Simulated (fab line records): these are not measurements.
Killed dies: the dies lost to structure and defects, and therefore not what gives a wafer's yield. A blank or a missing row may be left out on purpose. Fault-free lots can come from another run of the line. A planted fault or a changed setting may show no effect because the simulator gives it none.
Split-lot trial :: flow ritCmos :: route with 202 steps; 5 lots, 23 wafers read

== THE SPLIT ==
At RIT_NRETRO_COAT_01 (resist thk 1300 nm), the setting resistThkNm was moved away from the recipe's 1300 nm on 7 of the 23 wafers read, by -5.9% to +3.9%. All remaining wafers had this setting at the recipe value.

== FROM THE SPLIT TO THE READING: what the file shows between them, 3 steps ==
- RIT_NRETRO_SOFTBAKE_02: time 60 s
- RIT_NRETRO_EXPOSE_03: exposes mask M4, target cd 43900 nm
- RIT_NRETRO_DEVELOP_05: develop time 68 s

== THE READING ==
NOVOLAK_of_NRETRO_COAT_01.thkNm (the simulator's own value, which no gauge read), in nm, at RIT_NRETRO_HARDBAKE_07 (time 120 s). There is no usual value for it anywhere in the file. Here, 16 wafers ran the recipe; their average is 1139 nm with a standard deviation of 3.7 nm.

wafer: L074.1
tool, chamber at the split: lithoTrack-01, 0
resistThkNm as run, nm: 1300
against the recipe: recipe
NOVOLAK_of_NRETRO_COAT_01.thkNm, nm: 1144
against lot-mates on the recipe: -

wafer: L074.2
tool, chamber at the split: lithoTrack-01, 0
resistThkNm as run, nm: 1276
against the recipe: -1.8%
NOVOLAK_of_NRETRO_COAT_01.thkNm, nm: 1123
against lot-mates on the recipe: -22

wafer: L074.3
tool, chamber at the split: lithoTrack-01, 0
resistThkNm as run, nm: 1276
against the recipe: -1.8%
NOVOLAK_of_NRETRO_COAT_01.thkNm, nm: 1124
against lot-mates on the recipe: -21

wafer: L074.4
tool, chamber at the split: lithoTrack-01, 0
resistThkNm as run, nm: 1300
against the recipe: recipe
NOVOLAK_of_NRETRO_COAT_01.thkNm, nm: 1146
against lot-mates on the recipe: -

wafer: L074.6
tool, chamber at the split: lithoTrack-01, 0
resistThkNm as run, nm: 1300
against the recipe: recipe
NOVOLAK_of_NRETRO_COAT_01.thkNm, nm: 1146
against lot-mates on the recipe: -

wafer: L077.1
tool, chamber at the split: lithoTrack-02, 0
resistThkNm as run, nm: 1300
against the recipe: recipe
NOVOLAK_of_NRETRO_COAT_01.thkNm, nm: 1139
against lot-mates on the recipe: -

wafer: L077.3
tool, chamber at the split: lithoTrack-02, 0
resistThkNm as run, nm: 1300
against the recipe: recipe
NOVOLAK_of_NRETRO_COAT_01.thkNm, nm: 1139
against lot-mates on the recipe: -

wafer: L077.6
tool, chamber at the split: lithoTrack-02, 0
resistThkNm as run, nm: 1300
against the recipe: recipe
NOVOLAK_of_NRETRO_COAT_01.thkNm, nm: 1139
against lot-mates on the recipe: -

wafer: L077.2
tool, chamber at the split: lithoTrack-02, 0
resistThkNm as run, nm: 1351
against the recipe: +3.9%
NOVOLAK_of_NRETRO_COAT_01.thkNm, nm: 1183
against lot-mates on the recipe: +44

wafer: L077.4
tool, chamber at the split: lithoTrack-02, 0
resistThkNm as run, nm: 1351
against the recipe: +3.9%
NOVOLAK_of_NRETRO_COAT_01.thkNm, nm: 1183
against lot-mates on the recipe: +44

wafer: L078.1
tool, chamber at the split: lithoTrack-01, 0
resistThkNm as run, nm: 1300
against the recipe: recipe
NOVOLAK_of_NRETRO_COAT_01.thkNm, nm: 1136
against lot-mates on the recipe: -

wafer: L078.2
tool, chamber at the split: lithoTrack-01, 0
resistThkNm as run, nm: 1300
against the recipe: recipe
NOVOLAK_of_NRETRO_COAT_01.thkNm, nm: 1134
against lot-mates on the recipe: -

wafer: L078.3
tool, chamber at the split: lithoTrack-01, 0
resistThkNm as run, nm: 1300
against the recipe: recipe
NOVOLAK_of_NRETRO_COAT_01.thkNm, nm: 1137
against lot-mates on the recipe: -

wafer: L078.5
tool, chamber at the split: lithoTrack-01, 0
resistThkNm as run, nm: 1300
against the recipe: recipe
NOVOLAK_of_NRETRO_COAT_01.thkNm, nm: 1137
against lot-mates on the recipe: -

wafer: L078.4
tool, chamber at the split: lithoTrack-01, 0
resistThkNm as run, nm: 1300
against the recipe: recipe
NOVOLAK_of_NRETRO_COAT_01.thkNm, nm: 1135
against lot-mates on the recipe: -

wafer: L079.2
tool, chamber at the split: lithoTrack-02, 0
resistThkNm as run, nm: 1300
against the recipe: recipe
NOVOLAK_of_NRETRO_COAT_01.thkNm, nm: 1138
against lot-mates on the recipe: -

wafer: L079.5
tool, chamber at the split: lithoTrack-02, 0
resistThkNm as run, nm: 1300
against the recipe: recipe
NOVOLAK_of_NRETRO_COAT_01.thkNm, nm: 1142
against lot-mates on the recipe: -

wafer: L079.6
tool, chamber at the split: lithoTrack-02, 0
resistThkNm as run, nm: 1300
against the recipe: recipe
NOVOLAK_of_NRETRO_COAT_01.thkNm, nm: 1143
against lot-mates on the recipe: -

wafer: L081.1
tool, chamber at the split: lithoTrack-01, 0
resistThkNm as run, nm: 1300
against the recipe: recipe
NOVOLAK_of_NRETRO_COAT_01.thkNm, nm: 1138
against lot-mates on the recipe: -

wafer: L081.2
tool, chamber at the split: lithoTrack-01, 0
resistThkNm as run, nm: 1223
against the recipe: -5.9%
NOVOLAK_of_NRETRO_COAT_01.thkNm, nm: 1069
against lot-mates on the recipe: -68

wafer: L081.4
tool, chamber at the split: lithoTrack-01, 0
resistThkNm as run, nm: 1223
against the recipe: -5.9%
NOVOLAK_of_NRETRO_COAT_01.thkNm, nm: 1069
against lot-mates on the recipe: -68

wafer: L081.5
tool, chamber at the split: lithoTrack-01, 0
resistThkNm as run, nm: 1223
against the recipe: -5.9%
NOVOLAK_of_NRETRO_COAT_01.thkNm, nm: 1069
against lot-mates on the recipe: -68

wafer: L081.3
tool, chamber at the split: lithoTrack-01, 0
resistThkNm as run, nm: 1300
against the recipe: recipe
NOVOLAK_of_NRETRO_COAT_01.thkNm, nm: 1135
against lot-mates on the recipe: -

FIT RESULTS
A straight line over all 23 wafers: NOVOLAK_of_NRETRO_COAT_01.thkNm changes by +11.6 nm for each +1% of resistThkNm; r = +0.99; the points scatter about the line by 3.8 nm.
The same after taking each lot's own level away (the mean of its wafers on the recipe; 23 wafers): +11.4 nm for each +1%; r = +1.00; scatter 1.2 nm.
That fit puts the effect of the largest move of resistThkNm on the reading at 67 nm.
Across the lots, their own levels run from 1135.8 to 1145.3 nm, a range of 2.6 times the standard deviation given above.
The two slopes agree, so the slope changes little with the lot-to-lot level.
Check: -67.4 nm against its lot-mates is what the line predicts for one of the wafers moved furthest among these (-5.9%) when that wafer is left out of the fit. It came out at -67.5 nm against them.

== OTHER SPLITS ON THESE WAFERS ==
Other splits were also applied to these wafers ahead of the reading. Each is held against what the fit with the lots' levels taken away leaves over:
other split on the same wafers: RIT_ACTIVE_ETCH_13 rfW
wafers away from the commonest value: 6
r with NOVOLAK_of_NRETRO_COAT_01.thkNm (lot level and that fit taken away): -0.17

other split on the same wafers: RIT_FOX2_OXIDATION_00 oxTimeS
wafers away from the commonest value: 15
r with NOVOLAK_of_NRETRO_COAT_01.thkNm (lot level and that fit taken away): -0.05

other split on the same wafers: RIT_NWELL_COAT_01 spinRpm
wafers away from the commonest value: 9
r with NOVOLAK_of_NRETRO_COAT_01.thkNm (lot level and that fit taken away): +0.26

other split on the same wafers: RIT_NWELL_IMPLANT_08 doseCm2
wafers away from the commonest value: 4
r with NOVOLAK_of_NRETRO_COAT_01.thkNm (lot level and that fit taken away): -0.10

other split on the same wafers: RIT_PWELL_STRIP_09 o2FlowSccm
wafers away from the commonest value: 5
r with NOVOLAK_of_NRETRO_COAT_01.thkNm (lot level and that fit taken away): +0.09

== THE WHOLE CHAIN: every reading that the file lists as answering this split, in the file's order ==
step: RIT_NRETRO_COAT_01
what it does: resist thk 1300 nm
reading: NOVOLAK_of_NRETRO_COAT_01.thkNm (the simulator's own value, which no gauge read)
change (the file's fit): +13.2 nm for each +1% of the setting
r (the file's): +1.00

step: RIT_NRETRO_HARDBAKE_07
what it does: time 120 s
reading: NOVOLAK_of_NRETRO_COAT_01.thkNm (the simulator's own value, which no gauge read)
change (the file's fit): +11.4 nm for each +1% of the setting
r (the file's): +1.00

== FILE'S OWN FIT ==
NOVOLAK_of_NRETRO_COAT_01.thkNm changes by +11.4 nm for each +1% of resistThkNm, r = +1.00.
